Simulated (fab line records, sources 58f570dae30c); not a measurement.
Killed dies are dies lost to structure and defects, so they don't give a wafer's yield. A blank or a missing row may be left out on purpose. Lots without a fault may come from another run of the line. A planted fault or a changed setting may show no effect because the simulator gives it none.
fab line records | flow berkeley_cmos170
record lots=5 wafers=23
route steps=331 shown START@3 ZERO@7 NWELL@28 PWELL@39 ACTIVE@68 FIELD@90
start_h: hours from the record's first day to the start of the lot's first wafer shown | wait_h: hours since the lot's step before | " the same as in the row above | L1.1+2: a row that stands for several wafers | - no value, or no start given | * or withheld: withheld | < > ~ a bound
route shown NAME@n: a module of which the file shows steps, and the number in the route of the first | usual: mean/standard deviation of fault-free wafers | same: alike in all rows | chamber/n: place in a boat | sites: the reading at each site | _std_site: their standard deviation | _edge_site: outer sites' mean less inner sites' | radius_mm: how far each site lies from the wafer's centre | mask NAME#n: copy n | behind: the tool/chamber that last shaped the wafer | hold: why the lot was held/for how many hours/how that ended | device: the transistor (n, p or np) that didn't switch | end of line: the same wafers' tests at the end of the route | a step without rows: its recipe alone | killed: dies lost to structure and defects at the first sort, not the wafer's yield | map: a wafer's dies, x killed, . not, _ none there
set.NAME: the setting as run; set.NAME@STEP: as run at that earlier step | model.NAME: the simulator's own value behind a step, which no gauge read
lots whose settings were changed on purpose; a table a step, a row a wafer
## steps
# step UCB170_START_OXIDATION_02
# recipe temp_c=950 ambient=O2 target_thk_a=200 ox_time_s=1800
# columns lot.wafer tool chamber start_h wait_h set.temp_c model.SiO2_of_START_OXIDATION_02.thk_nm
L075.1 furnace-04 0 16.73 1.6 950 20.56
L075.3 " 0 " " 950 20.45
L075.6 " 0 " " 950 20.21
L078.1 - - - 3.7 950 20.21
L078.3 " - " " 950 19.96
L078.4 " - " " 950 20.1
L078.5 " - " " 950 20.33
L078.6 " - " " 950 20.13
L080.1 - - - 4.0 966.3 23.06
L080.2 " - " " 966.3 22.95
L080.3 " - " " 966.3 23.07
L080.4+6 " - " " 966.3 22.81
L081.1 - - - 4.0 950 19.68
L081.3 " - " " 950 19.93
L081.4 " - " " 950 20.06
L081.5 " - " " 950 19.87
L081.6 " - " " 950 19.86
L084.1 - - - 7.4 925.1 15.47
L084.2+3 " - " " 925.1 14.97
L084.4 " - " " 925.1 15.28
L084.6 " - " " 925.1 15.5
# step UCB170_START_THK_MEAS_03
# recipe reads=SiO2_of_START_OXIDATION_02
# usual START_OXIDE_THK=19.9/0.4
# columns lot.wafer tool chamber start_h wait_h set.temp_c@START_OXIDATION_02 START_OXIDE_THK[nm]
L075.1 film_metro-03 - 18.23 0.0 950 20.6
L075.3 " - " " 950 20.5
L075.6 " - " " 950 20.2
L078.1 film_metro-01 - - - 950 20.2
L078.3 " - " " 950 20.0
L078.4 " - " " 950 20.1
L078.5 " - " " 950 20.4
L078.6 " - " " 950 20.1
L080.1 film_metro-03 - - - 966.3 23.1
L080.2 " - " " 966.3 22.9
L080.3 " - " " 966.3 23.1
L080.4 " - " " 966.3 22.8
L080.6 " - " " 966.3 22.8
L081.1 film_metro-03 - - - 950 19.7
L081.3 " - " " 950 20.0
L081.4 " - " " 950 20.0
L081.5 " - " " 950 19.8
L081.6 " - " " 950 19.8
L084.1 film_metro-03 - - - 925.1 15.4
L084.2 " - " " 925.1 15.0
L084.3 " - " " 925.1 15.0
L084.4 " - " " 925.1 15.3
L084.6 " - " " 925.1 15.5
# step UCB170_ZERO_COAT_01
# recipe resist=KrF spin_rpm=1500 resist_thk_nm=900
# columns lot.wafer tool chamber start_h wait_h set.resist_thk_nm model.KrF_of_ZERO_COAT_01.thk_nm
L075.1 litho_track-04 0 22.59 0.1 900 904.7
L075.3 " 0 " " 900 902.3
L075.6 " 0 " " 900 904.6
L078.1 litho_track-04 0 39.38 0.1 944.9 947.4
L078.3 " 0 " " 900 900.6
L078.4 " 0 " " 900 901.2
L078.5 " 0 " " 944.9 945
L078.6 " 0 " " 944.9 943.6
L080.1 litho_track-04 0 51.83 0.1 900 897.5
L080.2+3 " 0 " " 939.4 937.6
L080.4 " 0 " " 939.4 937.9
L080.6 " 0 " " 900 896.3
L081.1 litho_track-02 0 56.33 0.1 940.1 941.7
L081.3 " 0 " " 940.1 940.6
L081.4 " 0 " " 900 901.1
L081.5 " 0 " " 900 900.9
L081.6 " 0 " " 940.1 940
L084.1 litho_track-04 0 75.10 0.1 900 901
L084.2 " 0 " " 846.2 846.7
L084.3 " 0 " " 900 902.2
L084.4 " 0 " " 900 900.5
L084.6 " 0 " " 846.2 846
# step UCB170_ZERO_SOFTBAKE_02
# recipe resist=KrF temp_c=130 time_s=60
# step UCB170_ZERO_EXPOSE_03
# recipe mask_id=PM_MARKS na=0.5 sigma_outer=0.6 source_shape=conventional target_cd_nm=4000 dose_mj=30
# step UCB170_ZERO_DEVELOP_05
# recipe developer=TMAH develop_time_s=45 resist=KrF dev_temp_c=21
# step UCB170_ZERO_ETCH_06
# recipe chemistry=CHF3/CF4/Ar target=SiO2 time_s=12 pressure_mtorr=100 rf_w=500 CHF3_flow_sccm=50 cf4_flow_sccm=10 Ar_flow_sccm=120 over_etch_frac=1.58
# step UCB170_ZERO_STRIP_07
# recipe chemistry=O2 power_w=400 pressure_mtorr=3500 platen_temp_c=withheld o2_flow_sccm=400 overash_fraction=0.5
# usual strip_time_to_endpoint_s=21.48/0.054
# columns lot.wafer tool chamber start_h wait_h set.resist_thk_nm@ZERO_COAT_01 strip_time_to_endpoint_s
L075.1 plasma_asher-02 0 23.31 0.0 900 21.59
L075.3 " 0 " " 900 21.54
L075.6 " 0 " " 900 21.60
L078.1 plasma_asher-03 0 40.18 0.0 944.9 22.61
L078.3 " 0 " " 900 21.49
L078.4 " 1 " " 900 21.50
L078.5 " 1 " " 944.9 22.55
L078.6 " 0 " " 944.9 22.51
L080.1 plasma_asher-03 1 52.55 0.0 900 21.42
L080.2 " 0 " " 939.4 22.37
L080.3 " 0 " " 939.4 22.38
L080.4 " 1 " " 939.4 22.38
L080.6 " 1 " " 900 21.38
L081.1 plasma_asher-02 1 57.37 0.0 940.1 22.49
L081.3 " 0 " " 940.1 22.44
L081.4 " 1 " " 900 21.50
L081.5 " 1 " " 900 21.50
L081.6 " 0 " " 940.1 22.43
L084.1 plasma_asher-03 1 76.39 0.0 900 21.52
L084.2 " 0 " " 846.2 20.22
L084.3 " 0 " " 900 21.52
L084.4 " 1 " " 900 21.49
L084.6 " 0 " " 846.2 20.19
# step UCB170_NWELL_IMPLANT_14
# recipe species=P dose_cm2=1e+13 energy_kev=150 tilt_deg=7
# columns lot.wafer tool chamber start_h wait_h set.dose_cm2
L075.1+3+6 implanter-02 0 37.80 0.1 1e+13
L078.1+3+5 implanter-01 0 54.82 0.1 1.025e+13
L078.4+6 " 0 " " 1e+13
L080.1+4 implanter-03 0 69.50 0.1 1e+13
L080.2+3+6 " 0 " " 1.073e+13
L081.1+3+4 implanter-02 0 69.62 0.1 9.41e+12
L081.5+6 " 0 " " 1e+13
L084.1+2+3+4+6 implanter-02 0 90.52 0.1 1e+13
# step UCB170_NWELL_STRIP_15
# recipe chemistry=O2 power_w=400 pressure_mtorr=3500 platen_temp_c=withheld o2_flow_sccm=400 overash_fraction=0.5
# step UCB170_NWELL_TW_MEAS_16
# usual NWELL_TW=1245/12
# columns lot.wafer tool chamber start_h wait_h set.dose_cm2@NWELL_IMPLANT_14 NWELL_TW
L075.1 film_metro-03 - 38.05 0.1 1e+13 1240
L075.3 " - " " 1e+13 1244
L075.6 " - " " 1e+13 1239
L078.1 film_metro-04 - 55.07 0.1 1.025e+13 1288
L078.3 " - " " 1.025e+13 1287
L078.4 " - " " 1e+13 1272
L078.5 " - " " 1.025e+13 1285
L078.6 " - " " 1e+13 1272
L080.1 film_metro-03 - 69.75 0.1 1e+13 1242
L080.2 " - " " 1.073e+13 1265
L080.3 " - " " 1.073e+13 1258
L080.4 " - " " 1e+13 1235
L080.6 " - " " 1.073e+13 1266
L081.1 film_metro-03 - 69.87 0.1 9.41e+12 1214
L081.3 " - " " 9.41e+12 1217
L081.4 " - " " 9.41e+12 1217
L081.5 " - " " 1e+13 1241
L081.6 " - " " 1e+13 1240
L084.1 film_metro-02 - 90.76 0.1 1e+13 1245
L084.2 " - " " 1e+13 1250
L084.3 " - " " 1e+13 1245
L084.4 " - " " 1e+13 1240
L084.6 " - " " 1e+13 1249
# step UCB170_PWELL_CVD_05
# recipe material=Si3N4 target_thk_nm=220 temp_c=800 precursor=SiH2Cl2/NH3 time_s=3300 pressure_mtorr=200 sih2cl2_flow_sccm=25 nh3_flow_sccm=75
# columns lot.wafer tool chamber start_h wait_h set.sih2cl2_flow_sccm model.Si3N4_of_PWELL_CVD_05.thk_nm
L075.1 lpcvd-01 1 53.10 0.0 25 220.1
L075.3 " 1 " " 25 218.8
L075.6 " 1 " " 25 220.5
L078.1 - - - - 27.7 226.9
L078.3 " - " " 27.7 225.8
L078.4 " - " " 27.7 228.1
L078.5 " - " " 27.7 227
L078.6 " - " " 27.7 226.4
L080.1 - - - - 22.13 214.2
L080.2 " - " " 22.13 213.8
L080.3 " - " " 22.13 213.1
L080.4 " - " " 22.13 212.6
L080.6 " - " " 22.13 212.3
L081.1 - - - - 21.92 212.6
L081.3+5 " - " " 21.92 211.7
L081.4 " - " " 21.92 212.4
L081.6 " - " " 21.92 212.5
L084.1 - - - - 26.95 222.4
L084.2 " - " " 26.95 225.8
L084.3 " - " " 26.95 224.1
L084.4 " - " " 26.95 224.2
L084.6 " - " " 26.95 223.1
# step UCB170_PWELL_THK_MEAS_06
# recipe reads=Si3N4_of_PWELL_CVD_05
# usual PWELL_NITRIDE_THK=219.8/2
# columns lot.wafer tool chamber start_h wait_h set.sih2cl2_flow_sccm@PWELL_CVD_05 PWELL_NITRIDE_THK[nm]
L075.1 film_metro-01 - 55.02 0.0 25 220.2
L075.3 " - " " 25 218.9
L075.6 " - " " 25 220.4
L078.1 film_metro-01 - - - 27.7 226.7
L078.3 " - " " 27.7 225.8
L078.4 " - " " 27.7 228.0
L078.5 " - " " 27.7 227.1
L078.6 " - " " 27.7 226.4
L080.1 film_metro-04 - - - 22.13 214.0
L080.2 " - " " 22.13 213.9
L080.3 " - " " 22.13 213.2
L080.4 " - " " 22.13 212.7
L080.6 " - " " 22.13 212.4
L081.1 film_metro-02 - - - 21.92 212.8
L081.3 " - " " 21.92 211.7
L081.4 " - " " 21.92 212.3
L081.5 " - " " 21.92 211.6
L081.6 " - " " 21.92 212.4
L084.1 film_metro-02 - - - 26.95 222.5
L084.2 " - " " 26.95 225.7
L084.3 " - " " 26.95 224.3
L084.4 " - " " 26.95 223.9
L084.6 " - " " 26.95 223.2
# step UCB170_PWELL_HMDS_07
# recipe prime_time_s=60 prime_temp_c=100
# step UCB170_PWELL_COAT_08
# recipe resist=KrF spin_rpm=1500 resist_thk_nm=900
# step UCB170_PWELL_DEVELOP_12
# recipe developer=TMAH develop_time_s=45 resist=KrF dev_temp_c=21
# step UCB170_PWELL_ETCH_14
# recipe chemistry=CH3F/Ar/O2 target=Si3N4 stop_on=SiO2 CH3F_flow_sccm=20 Ar_flow_sccm=50 O2_flow_sccm=7 pressure_mtorr=50 rf_w=450 target_depth_a=2420 over_etch_frac=0.1 time_s=151
# columns lot.wafer tool chamber start_h wait_h set.sih2cl2_flow_sccm@PWELL_CVD_05 model.etch.depth_nm
L075.1 rie_diel-04 1 55.95 0.0 25 220.1
L075.3 " 2 " " 25 218.8
L075.6 " 2 " " 25 220.5
L078.1 rie_diel-04 1 78.86 0.0 27.7 226.9
L078.3 " 2 " " 27.7 225.8
L078.4+5+6 " 3,2,1 " " 27.7 -
L081.1 rie_diel-03 0 92.67 0.0 21.92 212.6
L081.3+5 " 2,3 " " 21.92 211.7
L081.4 " 2 " " 21.92 212.4
L081.6 " 0 " " 21.92 212.5
L080.1+2+3+4+6 rie_diel-04 3,0,2,1,2 92.86 0.0 22.13 -
L084.1+2 rie_diel-03 3,1 106.27 0.0 26.95 -
L084.3 " 2 " " 26.95 224.1
L084.4 " 0 " " 26.95 224.2
L084.6 " 2 " " 26.95 223.1
# step UCB170_ACTIVE_COAT_08
# recipe resist=KrF spin_rpm=1500 resist_thk_nm=900
# columns lot.wafer tool chamber start_h wait_h set.spin_rpm model.KrF_of_ACTIVE_COAT_08.thk_nm
L075.1 litho_track-03 0 90.16 0.1 1500 902.6
L075.3 " 0 " " 1500 900.6
L075.6 " 0 " " 1500 898.1
L078.1+5 litho_track-01 0 103.01 0.1 1394 930
L078.3 " 0 " " 1500 894.7
L078.4 " 0 " " 1394 926.4
L078.6 " 0 " " 1500 892.1
L080.1 litho_track-04 0 123.45 0.1 1500 899.7
L080.2 " 0 " " 1500 902
L080.3 " 0 " " 1390 935.5
L080.4 " 0 " " 1500 901.2
L080.6 " 0 " " 1390 936.5
L081.1 litho_track-03 0 123.59 0.1 1584 878.4
L081.3+6 " 0 " " 1500 903.3
L081.4 " 0 " " 1500 907
L081.5 " 0 " " 1584 877.4
L084.1 litho_track-04 0 134.09 0.1 1500 900.4
L084.2 " 0 " " 1500 900.2
L084.3 " 0 " " 1393 936
L084.4 " 0 " " 1500 900.8
L084.6 " 0 " " 1393 933.3
# step UCB170_ACTIVE_SOFTBAKE_09
# recipe resist=KrF temp_c=130 time_s=60
# columns lot.wafer tool chamber start_h wait_h set.time_s
L075.1+3+6 litho_track-03 0 90.31 0.1 60
L078.1+3+4+5+6 litho_track-01 0 103.16 0.1 60
L080.1+2+3 litho_track-04 0 123.60 0.1 67.01
L080.4+6 " 0 " " 60
L081.1+5+6 litho_track-03 0 123.74 0.1 60
L081.3+4 " 0 " " 54.69
L084.1+2+3+4+6 litho_track-04 0 134.24 0.1 60
# step UCB170_ACTIVE_EXPOSE_10
# recipe mask_id=ACTIVE target_cd_nm=1200 na=0.5 sigma_outer=0.6 source_shape=conventional dose_mj=20
# step UCB170_ACTIVE_PEB_11
# recipe peb_temp_c=130 peb_time_s=withheld resist=KrF
# step UCB170_ACTIVE_ETCH_15
# recipe chemistry=CH3F/Ar/O2 target=Si3N4 stop_on=SiO2 CH3F_flow_sccm=20 Ar_flow_sccm=50 O2_flow_sccm=7 pressure_mtorr=50 rf_w=450 target_depth_a=2420 over_etch_frac=0.1 time_s=151
# columns lot.wafer tool chamber start_h wait_h set.spin_rpm@ACTIVE_COAT_08 model.KrF_of_ACTIVE_COAT_08.thk_nm
L075.1 rie_diel-01 3 92.32 0.0 1500 728.1
L075.3 " 0 " " 1500 724.6
L075.6 " 0 " " 1500 722.8
L078.1 rie_diel-03 0 104.02 0.0 1394 754.6
L078.3 " 2 " " 1500 717.8
L078.4 " 3 " " 1394 753
L078.5 " 1 " " 1394 753.6
L078.6 " 2 " " 1500 716.3
L080.1 rie_diel-03 0 124.94 0.0 1500 723
L080.2 " 3 " " 1500 729.3
L080.3 " 2 " " 1390 756.7
L080.4 " 1 " " 1500 723.9
L080.6 " 2 " " 1390 758.2
L081.1 rie_diel-01 0 125.18 0.0 1584 702.6
L081.3 " 3 " " 1500 729.3
L081.4 " 2 " " 1500 733.8
L081.5 " 2 " " 1584 702.2
L081.6 " 1 " " 1500 726.5
L084.1 rie_diel-01 1 135.61 0.0 1500 723.2
L084.2 " 0 " " 1500 724.6
L084.3 " 2 " " 1393 759.6
L084.4 " 3 " " 1500 726.7
L084.6 " 0 " " 1393 755.6
# step UCB170_ACTIVE_STRIP_16
# recipe chemistry=O2 power_w=400 pressure_mtorr=3500 platen_temp_c=withheld o2_flow_sccm=400 overash_fraction=0.5
# usual strip_time_to_endpoint_s=18.07/0.089
# columns lot.wafer tool chamber start_h wait_h set.spin_rpm@ACTIVE_COAT_08 strip_time_to_endpoint_s
L075.1 plasma_asher-01 1 92.42 0.1 1500 18.17
L075.3 " 1 " " 1500 18.09
L075.6 " 0 " " 1500 18.05
L078.1 plasma_asher-03 0 104.12 0.1 1394 18.81
L078.3 " 0 " " 1500 17.93
L078.4 " 1 " " 1394 18.77
L078.5 " 1 " " 1394 18.79
L078.6 " 0 " " 1500 17.88
L080.1 plasma_asher-01 0 125.04 0.1 1500 18.03
L080.2 " 1 " " 1500 18.19
L080.3 " 0 " " 1390 18.86
L080.4 " 1 " " 1500 18.09
L080.6 " 0 " " 1390 18.88
L081.1 plasma_asher-04 1 125.28 0.1 1584 17.56
L081.3 " 0 " " 1500 18.20
L081.4 " 1 " " 1500 18.31
L081.5 " 1 " " 1584 17.56
L081.6 " 0 " " 1500 18.12
L084.1 plasma_asher-03 1 135.71 0.1 1500 18.06
L084.2 " 0 " " 1500 18.08
L084.3 " 0 " " 1393 18.92
L084.4 " 1 " " 1500 18.16
L084.6 " 0 " " 1393 18.82
# step UCB170_FIELD_OXIDATION_01
# recipe temp_c=1000 ambient=H2O p_h2o_torr=584.62 target_thk_a=5583 ox_time_s=7200
# columns lot.wafer tool chamber start_h wait_h set.temp_c model.SiO2_of_FIELD_OXIDATION_01.thk_nm
L075.1 furnace-04 0 100.24 2.2 1000 575.7
L075.3 " 0 " " 1000 568.4
L075.6 " 0 " " 1000 577.5
L078.1 - - - 2.1 1018 600.4
L078.3 " - " " 1018 597.8
L078.4 " - " " 1018 603.8
L078.5 " - " " 1018 602.8
L078.6 " - " " 1018 598.6
L080.1 - - - 3.2 1000 541.6
L080.2 " - " " 1000 551.4
L080.3 " - " " 1000 550.8
L080.4 " - " " 1000 559.5
L080.6 " - " " 1000 548.2
L081.1 - - - 3.2 1013 602.5
L081.3 " - " " 1013 605.1
L081.4 " - " " 1013 608.9
L081.5 " - " " 1013 594.1
L081.6 " - " " 1013 596.9
L084.1 - - - 5.9 973.5 471.5
L084.2 " - " " 973.5 472.9
L084.3 " - " " 973.5 479.3
L084.4 " - " " 973.5 478.6
L084.6 " - " " 973.5 473.7
# step UCB170_FIELD_THK_MEAS_02
# recipe reads=SiO2_of_FIELD_OXIDATION_01
# usual FIELD_OXIDE_THK=558/11
# columns lot.wafer tool chamber start_h wait_h set.temp_c@FIELD_OXIDATION_01 FIELD_OXIDE_THK[nm]
L075.1 film_metro-02 - 103.30 0.1 1000 576
L075.3 " - " " 1000 569
L075.6 " - " " 1000 577
L078.1 film_metro-01 - - - 1018 600
L078.3 " - " " 1018 598
L078.4 " - " " 1018 604
L078.5 " - " " 1018 603
L078.6 " - " " 1018 599
L080.1 film_metro-02 - - - 1000 542
L080.2 " - " " 1000 551
L080.3 " - " " 1000 551
L080.4 " - " " 1000 559
L080.6 " - " " 1000 548
L081.1 film_metro-04 - - - 1013 603
L081.3 " - " " 1013 605
L081.4 " - " " 1013 609
L081.5 " - " " 1013 594
L081.6 " - " " 1013 597
L084.1 film_metro-04 - - - 973.5 471
L084.2 " - " " 973.5 473
L084.3 " - " " 973.5 480
L084.4 " - " " 973.5 479
L084.6 " - " " 973.5 474
# step UCB170_FIELD_ANNEAL_03
# recipe temp_c=1000 time_s=1200 ambient=N2
# step UCB170_FIELD_WET_ETCH_04
# recipe chemistry=dHF dilution=10:1 target=SiO2 temp_c=25 time_s=60
# step UCB170_FIELD_WET_ETCH_05
# recipe chemistry=H3PO4 target=Si3N4 temp_c=160 time_s=12600
# step UCB170_FIELD_WET_ETCH_06
# recipe chemistry=BOE dilution=5:1 target=SiO2 temp_c=25 time_s=22
# step UCB170_FIELD_THK_MEAS_90
# recipe reads=SiO2_of_FIELD_OXIDATION_01
# usual FIELD_OXIDE_LEFT_1_THK=441/11
# columns lot.wafer tool chamber start_h wait_h set.temp_c@FIELD_OXIDATION_01 FIELD_OXIDE_LEFT_1_THK[nm]
L075.1 film_metro-01 - 115.83 0.0 1000 457
L075.3 " - " " 1000 450
L075.6 " - " " 1000 459
L078.1 film_metro-04 - 120.37 0.0 1018 485
L078.3 " - " " 1018 482
L078.4 " - " " 1018 488
L078.5 " - " " 1018 487
L078.6 " - " " 1018 483
L080.1 film_metro-01 - 142.99 0.0 1000 425
L080.2 " - " " 1000 434
L080.3 " - " " 1000 434
L080.4 " - " " 1000 442
L080.6 " - " " 1000 432
L081.1 film_metro-02 - 143.00 0.0 1013 486
L081.3 " - " " 1013 489
L081.4 " - " " 1013 493
L081.5 " - " " 1013 477
L081.6 " - " " 1013 479
L084.1 film_metro-02 - 155.32 0.0 973.5 353
L084.2 " - " " 973.5 355
L084.3 " - " " 973.5 361
L084.4 " - " " 973.5 360
L084.6 " - " " 973.5 355
## key
split step=UCB170_START_OXIDATION_02 setting=temp_c stated=950 by=lot
response step=UCB170_START_OXIDATION_02 reading=model.SiO2_of_START_OXIDATION_02.thk_nm change=+1.79 per=1% r=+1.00
response step=UCB170_START_THK_MEAS_03 reading=START_OXIDE_THK change=+1.79 per=1% r=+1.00
split step=UCB170_ZERO_COAT_01 setting=resist_thk_nm stated=900 by=wafer
response step=UCB170_ZERO_COAT_01 reading=model.KrF_of_ZERO_COAT_01.thk_nm change=+9.08 per=1% r=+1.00
response step=UCB170_ZERO_STRIP_07 reading=strip_time_to_endpoint_s change=* per=1% r=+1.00
split step=UCB170_NWELL_IMPLANT_14 setting=dose_cm2 stated=1e+13 by=wafer
response step=UCB170_NWELL_TW_MEAS_16 reading=NWELL_TW change=+3.76 per=1% r=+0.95
split step=UCB170_PWELL_CVD_05 setting=sih2cl2_flow_sccm stated=25 by=lot
response step=UCB170_PWELL_CVD_05 reading=model.Si3N4_of_PWELL_CVD_05.thk_nm change=+0.603 per=1% r=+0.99
response step=UCB170_PWELL_THK_MEAS_06 reading=PWELL_NITRIDE_THK change=+0.601 per=1% r=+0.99
response step=UCB170_PWELL_ETCH_14 reading=model.etch.depth_nm change=+0.597 per=1% r=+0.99
split step=UCB170_ACTIVE_COAT_08 setting=spin_rpm stated=1500 by=wafer
response step=UCB170_ACTIVE_COAT_08 reading=model.KrF_of_ACTIVE_COAT_08.thk_nm change=-4.84 per=1% r=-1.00
response step=UCB170_ACTIVE_ETCH_15 reading=model.KrF_of_ACTIVE_COAT_08.thk_nm change=-4.74 per=1% r=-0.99
response step=UCB170_ACTIVE_STRIP_16 reading=strip_time_to_endpoint_s change=* per=1% r=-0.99
split step=UCB170_ACTIVE_SOFTBAKE_09 setting=time_s stated=60 by=wafer
response none clear
split step=UCB170_FIELD_OXIDATION_01 setting=temp_c stated=1000 by=lot
response step=UCB170_FIELD_OXIDATION_01 reading=model.SiO2_of_FIELD_OXIDATION_01.thk_nm change=+29.6 per=1% r=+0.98
response step=UCB170_FIELD_THK_MEAS_02 reading=FIELD_OXIDE_THK change=+29.6 per=1% r=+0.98
response step=UCB170_FIELD_THK_MEAS_90 reading=FIELD_OXIDE_LEFT_1_THK change=+30.1 per=1% r=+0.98
